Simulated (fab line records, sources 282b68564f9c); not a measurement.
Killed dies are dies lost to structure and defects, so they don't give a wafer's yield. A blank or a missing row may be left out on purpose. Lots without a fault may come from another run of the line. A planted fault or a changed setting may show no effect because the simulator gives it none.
fab line records | flow rit_cmos
record lots=14 wafers=42 last_day=7
route steps=202 shown PRETRO@67
lots that met no fault: from a run of the same line without faults
start_h: hours from the record's first day to the start of the lot's first wafer shown | wait_h: hours since the lot's step before | " the same as in the row above | L1.1+2: a row that stands for several wafers | - no value, or no start given | * or withheld: withheld | < > ~ a bound
route shown NAME@n: a module of which the file shows steps, and the number in the route of the first | usual: mean/standard deviation of fault-free wafers | same: alike in all rows | chamber/n: place in a boat | sites: the reading at each site | _std_site: their standard deviation | _edge_site: outer sites' mean less inner sites' | radius_mm: how far each site lies from the wafer's centre | mask NAME#n: copy n | behind: the tool/chamber that last shaped the wafer | hold: why the lot was held/for how many hours/how that ended | device: the transistor (n, p or np) that didn't switch | end of line: the same wafers' tests at the end of the route | a step without rows: its recipe alone | killed: dies lost to structure and defects at the first sort, not the wafer's yield | map: a wafer's dies, x killed, . not, _ none there
set.NAME: the setting as run; set.NAME@STEP: as run at that earlier step | model.NAME: the simulator's own value behind a step, which no gauge read
steps of the route over a sample of lots; a table a step, a row a wafer
services: from which hour (start_h, from the record's first day; less than 0 if before it) a tool's chamber was out of use, for how many hours, and why
## steps
# step RIT_PRETRO_EXPOSE_03
# recipe mask_id=M5 na=0.57 target_cd_nm=43700 dose_mj=250
# usual exposure_dose_mJ_cm2=249.99/0.23
# columns lot.wafer tool chamber start_h wait_h mask exposure_dose_mJ_cm2
L345.1 iline_stepper-02 0 38.93 0.1 M5#0 250.02
L345.3 " 0 " " M5#0 249.82
L345.4 " 0 " " M5#0 250.08
L346.3 iline_stepper-01 0 43.88 1.8 M5#0 250.10
L346.5 " 0 " " M5#0 249.89
L346.6 " 0 " " M5#0 250.10
L347.3 iline_stepper-01 0 46.92 0.1 M5#0 249.92
L347.4 " 0 " " M5#0 249.45
L347.5 " 0 " " M5#0 249.88
L349.3 iline_stepper-01 0 56.96 0.1 M5#0 250.09
L349.5 " 0 " " M5#0 249.88
L349.6 " 0 " " M5#0 249.89
L351.1 iline_stepper-02 0 66.21 0.1 M5#0 250.04
L351.2 " 0 " " M5#0 250.16
L351.3 " 0 " " M5#0 249.70
L352.1 iline_stepper-02 0 74.74 0.1 M5#0 250.42
L352.5 " 0 " " M5#0 250.11
L352.6 " 0 " " M5#0 250.38
L353.2 iline_stepper-01 0 77.86 0.2 M5#0 250.21
L353.3 " 0 " " M5#0 250.39
L353.6 " 0 " " M5#0 249.98
L354.1 iline_stepper-02 0 82.69 0.2 M5#0 249.71
L354.2 " 0 " " M5#0 250.03
L354.6 " 0 " " M5#0 250.07
L355.1 iline_stepper-01 0 87.85 0.2 M5#0 249.93
L355.4 " 0 " " M5#0 250.19
L355.5 " 0 " " M5#0 249.99
L357.1 iline_stepper-01 0 95.26 0.1 M5#0 249.88
L357.4 " 0 " " M5#0 249.73
L357.6 " 0 " " M5#0 249.67
L358.1 iline_stepper-02 0 102.41 0.4 M5#0 250.44
L358.3 " 0 " " M5#0 250.26
L358.4 " 0 " " M5#0 250.28
L361.1 iline_stepper-02 0 117.74 0.1 M5#0 250.05
L361.3 " 0 " " M5#0 250.30
L361.5 " 0 " " M5#0 250.13
L363.2 iline_stepper-01 0 135.64 0.2 M5#0 249.68
L363.3 " 0 " " M5#0 249.78
L363.5 " 0 " " M5#0 249.59
L365.2 iline_stepper-02 0 140.85 0.1 M5#0 249.77
L365.3 " 0 " " M5#0 249.61
L365.4 " 0 " " M5#0 250.37
# step RIT_PRETRO_OVL_MEAS_06
# usual PRETRO_OVL=0.0/1.4
# columns lot.wafer tool chamber start_h wait_h PRETRO_OVL[nm]
L345.1 overlay-01 - 39.36 - -0.6
L345.3 " - " " -0.7
L345.4 " - " " -1.1
L346.3 overlay-02 - 44.35 - -1.4
L346.5 " - " " -1.6
L346.6 " - " " 0.3
L347.3 overlay-01 - 47.32 - -1.5
L347.4 " - " " -2.8
L347.5 " - " " -2.4
L349.3 overlay-01 - 57.42 - 0.2
L349.5 " - " " 0.6
L349.6 " - " " -0.2
L351.1 overlay-02 - 66.64 - 0.4
L351.2 " - " " 0.5
L351.3 " - " " 0.6
L352.1 overlay-02 - 75.17 - 0.8
L352.5 " - " " 2.9
L352.6 " - " " 1.6
L353.2 overlay-02 - 78.28 - -1.4
L353.3 " - " " -0.2
L353.6 " - " " -1.1
L354.1 overlay-02 - 83.12 - 0.3
L354.2 " - " " -0.8
L354.6 " - " " 0.8
L355.1 overlay-01 - 88.28 - -1.4
L355.4 " - " " -2.2
L355.5 " - " " -0.9
L357.1 overlay-02 - 95.69 - 238.5
L357.4 " - " " 240.5
L357.6 " - " " 239.7
L358.1 overlay-02 - 102.84 - -0.5
L358.3 " - " " -0.2
L358.4 " - " " 1.0
L361.1 overlay-02 - 118.17 - -0.2
L361.3 " - " " 0.6
L361.5 " - " " -1.1
L363.2 overlay-01 - 136.06 - 238.7
L363.3 " - " " 238.3
L363.5 " - " " 237.5
L365.2 overlay-02 - 141.27 - -2.5
L365.3 " - " " -0.5
L365.4 " - " " -0.2
## services
# columns tool chamber start_h hours kind
iline_stepper-01 - 28.59 - consumable_replace:lamp
iline_stepper-02 - 49.74 9.0 repair
iline_stepper-01 - 102.16 5.5 repair
iline_stepper-02 0 110.26 - calibration
## key
first_sign step=RIT_PRETRO_OVL_MEAS_06 reading=PRETRO_OVL direction=up sigmas=99+ usual=0.0 struck=238.9
effect none on later readings
met_at RIT_PRETRO_EXPOSE_03
struck_lots L357,L363
tester_left_out L357,L363
onset_between 87.85 95.26
fault kind=scanner_matching_overlay tool=iline_stepper-01 chamber=- onset_h=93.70 steps=RIT_PRETRO_EXPOSE_03 offset=240
# tester_left_out: of these lots the tester's yield and bins aren't shown, on N5 and GAA mostly nor the transistor test; their killed dies are dies lost to structure and defects alone, not to doping, threshold or leakage, so they don't give the yield
